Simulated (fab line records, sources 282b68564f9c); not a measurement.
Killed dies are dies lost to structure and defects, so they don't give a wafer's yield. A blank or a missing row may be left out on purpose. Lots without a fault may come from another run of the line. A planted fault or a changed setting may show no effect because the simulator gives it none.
Which tool did it? | flow rit_cmos | 13 lots, 39 wafers sampled, at 2 steps of a route of 202

WHAT THE GAUGES READ, wafer by wafer
RIT_ACTIVE_CD_MEAS_11: target cd 1400 nm. Usual: cd_nm 1400.1 nm, standard deviation 2.5.
lot  | measured    | on        | cd_nm (nm)           | flag
L458 | day 1 19:35 | cd_sem-01 | 1399.6 1402.6 1401.9 |
L459 | day 2 01:17 | cd_sem-01 | 1398.6 1398.3 1398.5 |
L460 | day 2 05:35 | cd_sem-02 | 1399.9 1397.0 1396.7 |
L461 | day 2 12:02 | cd_sem-01 | 1402.1 1401.9 1402.3 |
L462 | day 2 16:45 | cd_sem-01 | 1403.9 1402.3 1401.6 |
L463 | day 2 20:47 | cd_sem-01 | 1400.9 1399.9 1399.0 |
L464 | day 3 02:45 | cd_sem-01 | 1395.7 1396.9 1398.0 |
L467 | day 3 17:29 | cd_sem-02 | 1400.0 1399.8 1397.8 |
L468 | day 3 21:34 | cd_sem-02 | 1404.5 1403.6 1403.8 |
L470 | day 4 07:36 | cd_sem-01 | 1401.7 1401.1 1400.2 |
L476 | day 5 13:26 | cd_sem-01 | 1365.0 1335.9 1335.8 | OFF
L478 | day 5 23:37 | cd_sem-02 | 1395.8 1398.6 1398.3 |
L479 | day 6 04:26 | cd_sem-01 | 1401.4 1399.4 1401.5 |

WHICH TOOL RAN EACH LOT (tool, then ch and the chambers of the sampled wafers, then the start)
lot  | RIT_ACTIVE_EXPOSE_08
L458 | iline_stepper-01 ch 0, day 1 19:11
L459 | iline_stepper-02 ch 0, day 2 00:53
L460 | iline_stepper-01 ch 0, day 2 05:11
L461 | iline_stepper-01 ch 0, day 2 11:38
L462 | iline_stepper-02 ch 0, day 2 16:21
L463 | iline_stepper-02 ch 0, day 2 20:21
L464 | iline_stepper-01 ch 0, day 3 02:21
L467 | iline_stepper-01 ch 0, day 3 17:05
L468 | iline_stepper-02 ch 0, day 3 21:10
L470 | iline_stepper-02 ch 0, day 4 07:12
L476 | iline_stepper-02 ch 0, day 5 13:02
L478 | iline_stepper-01 ch 0, day 5 23:12
L479 | iline_stepper-01 ch 0, day 6 04:02
- RIT_ACTIVE_EXPOSE_08: exposes mask M1, target cd 1400 nm.

WHAT THE TOOLS THEMSELVES READ (means of the sampled wafers that have a number; where no wafer has one, the mark that the record gives instead)
RIT_ACTIVE_EXPOSE_08. Usual: exposure_dose_mJ_cm2 222.79, standard deviation 0.23.
lot  | tool             | exposure_dose_mJ_cm2 | flag
L458 | iline_stepper-01 | 222.61               |
L459 | iline_stepper-02 | 222.72               |
L460 | iline_stepper-01 | 223.00               |
L461 | iline_stepper-01 | 222.49               |
L462 | iline_stepper-02 | 222.93               |
L463 | iline_stepper-02 | 222.98               |
L464 | iline_stepper-01 | 222.98               |
L467 | iline_stepper-01 | 223.31               |
L468 | iline_stepper-02 | 222.59               |
L470 | iline_stepper-02 | 222.74               |
L476 | iline_stepper-02 | 215.95               | OFF
L478 | iline_stepper-01 | 223.19               |
L479 | iline_stepper-01 | 222.61               |

THE ANSWER, worked out from the rows above alone
Rule: a lot is off if the mean of its wafers that have a number lies more than 3 standard deviations from the usual mean. A lot without any number at a reading at which 4 lots or more have one is off too. The other lots that the step has rows for count as sound. The gauges are gone through in route order, then the tools' own readings, and for those a lot's mean is taken as printed above. The first step at which some lot is off is used, and at that step the reading that is off furthest; a lot without a number counts as furthest.
Off: L476, at RIT_ACTIVE_CD_MEAS_11 (cd_nm).
A tool fits if, at a process step before that reading, it ran every lot that is off, and no sound lot after the first of them. The gauges at RIT_ACTIVE_CD_MEAS_11 aren't tried: what is off there is off at RIT_ACTIVE_EXPOSE_08 too, on other tools, and a gauge's error can't cause that. One fits: iline_stepper-02 at RIT_ACTIVE_EXPOSE_08. Its last sound lot is L470 (day 4 07:12), its first lot that is off L476 (day 5 13:02): a fault that began between those two fits.
The tool's own readings at RIT_ACTIVE_EXPOSE_08 bear it out: on the lots that are off they differ by more than 5 times the standard deviation of the sound lots' means. exposure_dose_mJ_cm2 reads 215.95 there against 222.85 on the sound lots.

WHAT THE SIMULATOR HAD PUT IN
Process parameter drift: iline_stepper-02, from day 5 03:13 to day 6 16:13, at RIT_ACTIVE_EXPOSE_08. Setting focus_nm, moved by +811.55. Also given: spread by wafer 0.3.
Lots struck among those shown: L476. The rule above found the same.
